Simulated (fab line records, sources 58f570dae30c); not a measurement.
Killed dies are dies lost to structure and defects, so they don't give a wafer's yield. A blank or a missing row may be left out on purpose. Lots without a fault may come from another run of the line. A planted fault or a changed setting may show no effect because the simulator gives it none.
A struck lot beside a sound one | flow berkeley_cmos170 | 15 steps out of a route of 331
Sound: wafers L745.2, L745.3, L745.5. Struck: wafers L743.4, L743.6. (L743.1 of the same lot was not struck and is left out.) The cause comes at the end.
At each step with rows: each side's tool, then ch and its chambers, then its first start. Under that, the readings that differ: sound wafers | struck wafers | difference of the means | sigmas: that difference in standard deviations of wafers without a fault.
alike: readings whose means differ by less than 2 such deviations, and words and numbers that are the same on both sides. not compared: withheld readings, readings that some wafer has no value for, bounds like >300 that may hide the same value, and numbers for which the record gives no deviation and whose values overlap.
The two part at a step that has a row with sigmas, a row that says differs or no value, or rows on one side only. Numbers that don't overlap but have no deviation are shown without sigmas and don't part them. A reading that every wafer of one side lacks parts them only if that side has two wafers or more.

UCB170_START_BOW_MEAS_00:
  sound on film_metro-01, day 5 14:01; struck on film_metro-01, day 5 04:00
  alike: INCOMING_BOW
then, 2 steps without rows for these wafers: UCB170_START_CLEAN_01 (cleans in dHF, time 60 s); UCB170_START_OXIDATION_02 (target thk 20 nm, ox time 1800 s).
UCB170_START_THK_MEAS_03:
  sound on film_metro-02, day 5 16:10; struck on film_metro-01, day 5 10:14
  alike: START_OXIDE_THK
then, 7 steps without rows for these wafers: UCB170_START_ANNEAL_04 (time 1200 s); UCB170_ZERO_HMDS_00 (prime time 60 s); UCB170_ZERO_COAT_01 (resist thk 900 nm); UCB170_ZERO_SOFTBAKE_02 (time 60 s); UCB170_ZERO_EXPOSE_03 (exposes mask PM MARKS, target cd 4000 nm); UCB170_ZERO_PEB_04; UCB170_ZERO_DEVELOP_05 (develop time 45 s).
UCB170_ZERO_ETCH_06: etches SiO2 in CHF3/CF4/Ar, time 12 s.
  sound on rie_diel-04 ch 0,2,3, day 5 22:19; struck on rie_diel-03 ch 0,3, day 5 18:10
  alike: chamber_pressure_mTorr, drypump_motor_current_A, oes_product_au, throttle_valve_pct
  not compared: rf_hours_counter_h
UCB170_ZERO_STRIP_07: strips in O2.
  sound on plasma_asher-04 ch 0,1, day 5 22:20; struck on plasma_asher-01 ch 0, day 5 18:11
  reading                      | sound             | struck      | difference | sigmas
  o2_flow_sccm (sccm)          | 401.5 400.1 402.4 | 200.3 201.4 | -200.5     | -99 or more
  oes_product_au (a.u.)        | 0.726 0.723 0.726 | 0.668 0.671 | -0.055     | -12
  strip_time_to_endpoint_s (s) | 21.58 21.60 21.56 | 24.63 24.62 | +3.05      | +54
  alike: chamber_pressure_mTorr, drypump_motor_current_A
  not compared: rf_hours_counter_h
then, 1 step without rows for these wafers: UCB170_NWELL_WET_ETCH_00 (etches SiO2 in dHF, time 200 s).
-- the record jumps here: 7 days lie between the struck wafers' starts before and after (it left off in module NWELL and takes up again in module M3, whose first step shown is number 331 of the route) --
UCB170_M3_PROBE_99:
  the record has rows for the struck wafers here (prober-02, day 12 19:38) and none for the sound ones

WHERE THEY PART
First at UCB170_ZERO_STRIP_07; last, within this record, at UCB170_M3_PROBE_99.

WHY: what the simulator had put in
Process parameter drift: plasma_asher-01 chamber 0, from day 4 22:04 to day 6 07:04, at UCB170_ZERO_STRIP_07. Setting o2_flow_sccm, moved by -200, from 400. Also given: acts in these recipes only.
